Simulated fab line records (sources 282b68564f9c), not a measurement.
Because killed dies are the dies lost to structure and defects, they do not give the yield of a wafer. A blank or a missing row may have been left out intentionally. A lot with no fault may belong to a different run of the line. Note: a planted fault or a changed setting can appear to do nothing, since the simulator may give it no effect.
fab line records ; flow rit-cmos
record lots=6; wafers=18; last-day=7
route steps=202 shown ACTIVE@2 M1@202
lots with no fault: from the same line, run without faults
start-h: hours from the record's first day to the start of the lot's first wafer shown ; wait-h: hours since the lot's step before ; " the same as in the row above ; L1.1+2: a row that stands for several wafers ; - no value present, or no start provided ; * or withheld: withheld ; < > ~ a bound
route shown NAME@n: names a module that has steps shown in the file, with the first one's number in the route ; usual: the fault-free wafers' mean and standard deviation ; same: alike in all rows ; chamber/n: place in a boat ; sites: readings site by site ; _std_site: the values' standard deviation ; _edge_site: the outer-site mean with the inner-site mean subtracted ; radius-mm: for every site, how far away it sits from the centre of the wafer ; mask NAME#n: copy n ; behind: the last tool/chamber to shape the wafer ; hold: reason for holding the lot/hours on hold/outcome of the hold ; device: whichever transistor did not switch (one of n, p or np) ; end of line: the route-end tests of the same wafers ; where a step has no rows: the recipe by itself ; killed: at the first sort, the dies lost to defects and structure; wafer yield is something else ; map: a wafer's dies, marking killed ones x, the rest . and places with no die _
set.NAME: the setting the step ran with; set.NAME@STEP: the setting that earlier step ran with ; model.NAME: the simulator's own value behind a step, which no gauge read
lots seen at some steps along the route; tables by step, rows by wafer
services: when a tool's chamber went out of use (start-h, in hours from the record's first day, below 0 if earlier), for how many hours, and the reason
## steps
# step RIT_ACTIVE_OXIDATION_01
# recipe temp-c=1000; ambient=O2; target-thk-a=468; ox-time-s=3360
# step RIT_ACTIVE_THK_MEAS_02
# recipe reads=SiO2_of_ACTIVE_OXIDATION_01
# usual ACTIVE_OXIDE_THK=47.0/0.98
lot.wafer;tool;chamber;start-h;wait-h;ACTIVE_OXIDE_THK[nm]
L549.1;film-metro-03;-;15.56;0.0;46.2
L549.2;film-metro-03;-;15.56;0.0;47.5
L549.4;film-metro-03;-;15.56;0.0;46.0
L552.2;film-metro-02;-;31.74;0.0;47.3
L552.3;film-metro-02;-;31.74;0.0;46.8
L552.4;film-metro-02;-;31.74;0.0;47.4
L559.1;film-metro-02;-;62.98;0.0;45.8
L559.4;film-metro-02;-;62.98;0.0;47.6
L559.6;film-metro-02;-;62.98;0.0;46.8
L560.1;film-metro-02;-;68.17;0.0;45.3
L560.2;film-metro-02;-;68.17;0.0;46.1
L560.5;film-metro-02;-;68.17;0.0;46.2
L564.2;film-metro-03;-;87.94;0.0;48.2
L564.4;film-metro-03;-;87.94;0.0;49.0
L564.5;film-metro-03;-;87.94;0.0;49.3
L572.1;film-metro-02;-;129.60;0.0;46.2
L572.3;film-metro-02;-;129.60;0.0;45.7
L572.6;film-metro-02;-;129.60;0.0;45.7
# step RIT_ACTIVE_CVD_03
# recipe material=Si3N4; target-thk-nm=150; temp-c=810; precursor=SiH2Cl2/NH3; time-s=1500; pressure-mtorr=300; sih2cl2-flow-sccm=60; nh3-flow-sccm=150
# step RIT_ACTIVE_THK_MEAS_04
# recipe reads=Si3N4_of_ACTIVE_CVD_03
# usual ACTIVE_NITRIDE_THK=150.4/1.3
lot.wafer;tool;chamber;start-h;wait-h;ACTIVE_NITRIDE_THK[nm]
L549.1;film-metro-03;-;17.03;0.0;152.6
L549.2;film-metro-03;-;17.03;0.0;150.7
L549.4;film-metro-03;-;17.03;0.0;152.1
L552.2;film-metro-02;-;33.21;0.0;151.3
L552.3;film-metro-02;-;33.21;0.0;150.5
L552.4;film-metro-02;-;33.21;0.0;150.8
L559.1;film-metro-04;-;64.46;0.0;150.0
L559.4;film-metro-04;-;64.46;0.0;150.1
L559.6;film-metro-04;-;64.46;0.0;149.1
L560.1;film-metro-03;-;69.65;0.0;149.3
L560.2;film-metro-03;-;69.65;0.0;147.4
L560.5;film-metro-03;-;69.65;0.0;148.9
L564.2;film-metro-04;-;89.42;0.0;151.8
L564.4;film-metro-04;-;89.42;0.0;151.1
L564.5;film-metro-04;-;89.42;0.0;152.4
L572.1;film-metro-04;-;131.08;0.0;148.3
L572.3;film-metro-04;-;131.08;0.0;149.4
L572.6;film-metro-04;-;131.08;0.0;149.4
# step RIT_ACTIVE_HMDS_05
# recipe prime-time-s=60; prime-temp-c=140
# step RIT_ACTIVE_COAT_06
# recipe resist=NOVOLAK; spin-rpm=3250; resist-thk-nm=1000
# step RIT_ACTIVE_SOFTBAKE_07
# recipe resist=NOVOLAK; temp-c=90; time-s=60
# step RIT_ACTIVE_EXPOSE_08
# recipe mask-id=M1; na=0.6; source-shape=conventional; sigma-outer=0.6; target-cd-nm=1400; dose-mj=225
# step RIT_ACTIVE_PEB_09
# recipe resist=NOVOLAK; temp-c=withheld; time-s=withheld
# step RIT_ACTIVE_DEVELOP_10
# recipe resist=NOVOLAK; develop-time-s=50; dev-temp-c=23
# step RIT_ACTIVE_CD_MEAS_11
# recipe target-cd-nm=1400
# usual cd-nm=1399.2/2.4
lot.wafer;tool;chamber;start-h;wait-h;cd-nm
L549.1;cd-sem-02;-;18.07;-;1395.5
L549.2;cd-sem-02;-;18.07;-;1396.7
L549.4;cd-sem-02;-;18.07;-;1393.6
L552.2;cd-sem-02;-;34.26;-;1399.6
L552.3;cd-sem-02;-;34.26;-;1398.8
L552.4;cd-sem-02;-;34.26;-;1399.5
L559.1;cd-sem-01;-;65.49;-;1400.7
L559.4;cd-sem-01;-;65.49;-;1397.8
L559.6;cd-sem-01;-;65.49;-;1398.8
L560.1;cd-sem-01;-;70.73;-;1399.7
L560.2;cd-sem-01;-;70.73;-;1399.3
L560.5;cd-sem-01;-;70.73;-;1398.5
L564.2;cd-sem-02;-;90.34;-;1400.6
L564.4;cd-sem-02;-;90.34;-;1401.6
L564.5;cd-sem-02;-;90.34;-;1400.9
L572.1;cd-sem-01;-;132.32;-;1397.3
L572.3;cd-sem-01;-;132.32;-;1396.8
L572.6;cd-sem-01;-;132.32;-;1398.5
# step RIT_ACTIVE_HARDBAKE_12
# recipe resist=NOVOLAK; temp-c=140; time-s=60
# step RIT_ACTIVE_ETCH_13
# recipe stop-on=SiO2; chemistry=SF6; target=Si3N4; time-s=210; over-etch-frac=0.4; SF6_flow_sccm=200; pressure-mtorr=260; rf-w=125; target-depth-a=2100
# usual chamber-pressure-mTorr=259.97/0.25; drypump-motor-current-A=5.9/0.44; oes-product-au=0.825/0.012; throttle-valve-pct=7.47/0.14
lot.wafer;tool;chamber;start-h;wait-h;chamber-pressure-mTorr;drypump-motor-current-A;oes-product-au;rf-hours-counter-h;throttle-valve-pct;model.NOVOLAK_of_ACTIVE_COAT_06.thk-nm
L549.1;rie-diel-04;2;18.34;0.1;259.81;5.4;0.853;107;7.37;659.1
L549.2;rie-diel-04;3;18.34;0.1;260.17;6.3;0.823;122;7.65;657.5
L549.4;rie-diel-04;3;18.34;0.1;260.20;6.3;0.829;-;7.64;657.1
L552.2;rie-diel-01;2;34.51;0.1;260.26;5.8;0.815;30;7.51;654.9
L552.3;rie-diel-01;1;34.51;0.1;259.90;6.1;0.818;60;7.25;653.6
L552.4;rie-diel-01;1;34.51;0.1;260.14;6.1;0.813;-;7.26;657.5
L559.1;rie-diel-04;2;65.98;0.1;260.05;5.4;0.844;108;7.36;660.3
L559.4;rie-diel-04;1;65.98;0.1;129.57;6.1;0.834;0;7.38;663.9
L559.6;rie-diel-04;0;65.98;0.1;260.15;5.1;0.837;-;7.30;654.6
L560.1;rie-diel-04;0;71.00;0.1;260.28;5.1;0.831;4;7.32;660.9
L560.2;rie-diel-04;1;71.00;0.1;130.36;6.0;0.826;0;7.38;662.6
L560.5;rie-diel-04;3;71.00;0.1;259.64;6.2;0.818;-;7.64;651.1
L564.2;rie-diel-03;2;90.59;0.1;260.56;5.6;0.838;119;7.73;656.8
L564.4;rie-diel-03;3;90.59;0.1;260.13;5.8;0.841;140;7.38;658.6
L564.5;rie-diel-03;0;90.59;0.1;259.82;5.8;0.808;-;7.54;658.5
L572.1;rie-diel-01;0;132.59;0.1;260.48;5.8;0.806;141;7.57;655
L572.3;rie-diel-01;3;132.59;0.1;259.52;6.6;0.810;144;7.47;659.4
L572.6;rie-diel-01;3;132.59;0.1;259.79;6.6;0.818;-;7.47;659.4
# step RIT_ACTIVE_STRIP_14
# recipe chemistry=O2; time-s=180; resist=NOVOLAK; platen-temp-c=withheld; power-w=500; pressure-mtorr=4000; o2-flow-sccm=4000
# usual drypump-motor-current-A=5.9/0.47
lot.wafer;tool;chamber;start-h;wait-h;drypump-motor-current-A;rf-hours-counter-h
L549.1;plasma-asher-04;1;18.47;0.1;6.7;23
L549.2;plasma-asher-04;0;18.47;0.1;6.3;23
L549.4;plasma-asher-04;0;18.47;0.1;6.4;-
L552.2;plasma-asher-04;1;34.64;0.1;6.7;24
L552.3;plasma-asher-04;1;34.64;0.1;6.7;-
L552.4;plasma-asher-04;0;34.64;0.1;6.4;-
L559.1;plasma-asher-04;0;66.11;0.1;6.4;27
L559.4;plasma-asher-04;1;66.11;0.1;6.7;-
L559.6;plasma-asher-04;0;66.11;0.1;6.4;-
L560.1;plasma-asher-03;0;71.14;0.1;5.9;39
L560.2;plasma-asher-03;1;71.14;0.1;5.5;39
L560.5;plasma-asher-03;0;71.14;0.1;5.9;-
L564.2;plasma-asher-03;0;90.72;0.1;5.9;42
L564.4;plasma-asher-03;1;90.72;0.1;5.5;-
L564.5;plasma-asher-03;1;90.72;0.1;5.5;-
L572.1;plasma-asher-04;1;132.73;0.1;6.7;37
L572.3;plasma-asher-04;1;132.73;0.1;6.7;-
L572.6;plasma-asher-04;0;132.73;0.1;6.4;-
# step RIT_M1_PROBE_99
# usual killed-at-contacts=0.0/0.2; killed-at-front-end=7.3/2.8; killed-dies=7.3/2.8; killed-open=3.8/1.9; killed-short=3.5/1.8
# same gross-dies=264; killed_at_M0_to_M3=0; killed_at_M4_up=0; killed-at-back-side=0; killed-at-other=0
lot.wafer;tool;chamber;start-h;wait-h;killed-at-contacts;killed-at-front-end;killed-dies;killed-open;killed-short
L549.1;prober-01;-;77.57;0.1;0;12;12;7;5
L549.2;prober-01;-;77.62;0.1;0;6;6;5;1
L549.4;prober-01;-;77.72;0.2;0;6;6;4;2
L552.2;prober-02;-;91.25;0.1;0;9;9;5;4
L552.3;prober-02;-;91.30;0.2;0;4;4;0;4
L552.4;prober-02;-;91.35;0.2;1;9;10;7;3
L559.1;prober-01;-;114.26;0.1;0;5;5;3;2
L559.4;prober-01;-;114.41;0.2;0;7;7;3;4
L559.6;prober-01;-;114.51;0.2;0;10;10;2;8
L560.1;prober-02;-;118.82;0.1;0;9;9;4;5
L560.2;prober-02;-;118.87;0.1;0;5;5;3;2
L560.5;prober-02;-;119.02;0.2;0;8;8;2;6
L564.2;prober-02;-;137.62;0.1;0;10;10;6;4
L564.4;prober-02;-;137.72;0.2;0;3;3;1;2
L564.5;prober-02;-;137.77;0.2;0;9;9;5;4
L572.1;prober-02;-;176.64;0.1;0;3;3;0;3
L572.3;prober-02;-;176.74;0.2;0;6;6;4;2
L572.6;prober-02;-;176.89;0.2;0;7;7;3;4
# killed by level:class
L549.1 REOX:geometric-particle:open=3 FOX1:geometric-particle:short=2 GATE:geometric-particle:short=2 FOX1:geometric-particle:open=1 FOX2:geometric-particle:short=1 FOX2:geometric-particle:open=1 GATE:geometric-particle:open=1 SILICIDE:geometric-particle:open=1
L549.2 REOX:geometric-particle:open=2 GATE:geometric-particle:open=1 REOX:geometric-particle:short=1 SPACER:geometric-particle:open=1 SILICIDE:geometric-particle:open=1
L549.4 REOX:geometric-particle:short=2 FOX2:geometric-particle:open=1 GATE:geometric-particle:open=1 REOX:geometric-particle:open=1 SPACER:geometric-particle:open=1
L552.2 GATE:geometric-particle:open=3 GATE:geometric-particle:short=2 FOX1:geometric-particle:short=1 FOX1:geometric-particle:open=1 REOX:geometric-particle:short=1 REOX:geometric-particle:open=1
L552.3 FOX1:geometric-particle:short=2 GATE:geometric-particle:short=1 REOX:geometric-particle:short=1
L552.4 GATE:geometric-particle:open=5 FOX1:geometric-particle:open=1 GATE:geometric-particle:short=1 REOX:geometric-particle:short=1 SILICIDE:geometric-particle:short=1 CONTACT:geometric-particle:open=1
L559.1 GATE:geometric-particle:short=1 REOX:geometric-particle:open=1 SPACER:geometric-particle:open=1 SILICIDE:geometric-particle:short=1 SILICIDE:geometric-particle:open=1
L559.4 GATE:geometric-particle:short=3 SPACER:geometric-particle:open=1 GATE:geometric-particle:open=1 REOX:geometric-particle:open=1 SILICIDE:geometric-particle:short=1
L559.6 FOX2:geometric-particle:short=3 GATE:geometric-particle:short=3 SILICIDE:geometric-particle:short=2 GATE:geometric-particle:open=1 SILICIDE:geometric-particle:open=1
L560.1 SILICIDE:geometric-particle:short=3 GATE:geometric-particle:short=2 FOX1:geometric-particle:open=1 GATE:geometric-particle:open=1 REOX:geometric-particle:open=1 SILICIDE:geometric-particle:open=1
L560.2 GATE:geometric-particle:open=2 GATE:geometric-particle:short=1 SPACER:geometric-particle:short=1 SILICIDE:geometric-particle:open=1
L560.5 GATE:geometric-particle:short=2 REOX:geometric-particle:short=2 GATE:geometric-particle:open=1 REOX:geometric-particle:open=1 SPACER:geometric-particle:short=1 SILICIDE:geometric-particle:short=1
L564.2 GATE:geometric-particle:open=3 FOX1:geometric-particle:open=2 GATE:geometric-particle:short=2 ACTIVE:geometric-particle:open=1 FOX1:geometric-particle:short=1 SPACER:geometric-particle:short=1
L564.4 GATE:geometric-particle:short=2 FOX1:geometric-particle:open=1
L564.5 GATE:geometric-particle:open=2 GATE:geometric-particle:short=2 FOX1:geometric-particle:open=1 FOX1:geometric-particle:short=1 REOX:geometric-particle:open=1 SPACER:geometric-particle:open=1 SILICIDE:geometric-particle:short=1
L572.1 GATE:geometric-particle:short=3
L572.3 GATE:geometric-particle:open=3 FOX1:geometric-particle:short=2 SILICIDE:geometric-particle:open=1
L572.6 FOX1:geometric-particle:open=2 GATE:geometric-particle:short=2 FOX1:geometric-particle:short=1 SPACER:geometric-particle:short=1 SILICIDE:geometric-particle:open=1
## services
tool;chamber;start-h;hours;kind
rie-diel-04;1;3.19;-;clean
rie-diel-04;1;3.19;18.7;scheduled-down
rie-diel-04;1;3.19;18.7;vent-cycle
rie-diel-01;0;29.71;7.2;repair
rie-diel-04;1;88.36;1.2;repair
rie-diel-04;-;100.03;1.5;repair
rie-diel-03;1;105.21;8.5;repair
## key
first-sign step=RIT_ACTIVE_ETCH_13; reading=chamber-pressure-mTorr; direction=down; sigmas=99+; usual=259.97; struck=129.96
effect none on later readings
model-effect step=RIT_ACTIVE_ETCH_13; value=NOVOLAK_of_ACTIVE_COAT_06.thk-nm; without=651.3; struck=663.2
met-at RIT_ACTIVE_ETCH_13
struck-wafers L559.4,L560.2
tester-left-out L559,L560
fault kind=process-parameter-drift; tool=rie-diel-04; chamber=1; onset-h=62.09; steps=RIT_ACTIVE_ETCH_13; channel=pressure-mtorr; offset=-130; shape=step; end-h=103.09; acts-in=these-recipes-only; stated=260
# tester-left-out: of these lots the tester's yield and bins aren't shown, on N5 and GAA mostly nor the transistor test; their killed dies are dies lost to structure and defects alone, not to doping, threshold or leakage, so they don't give the yield
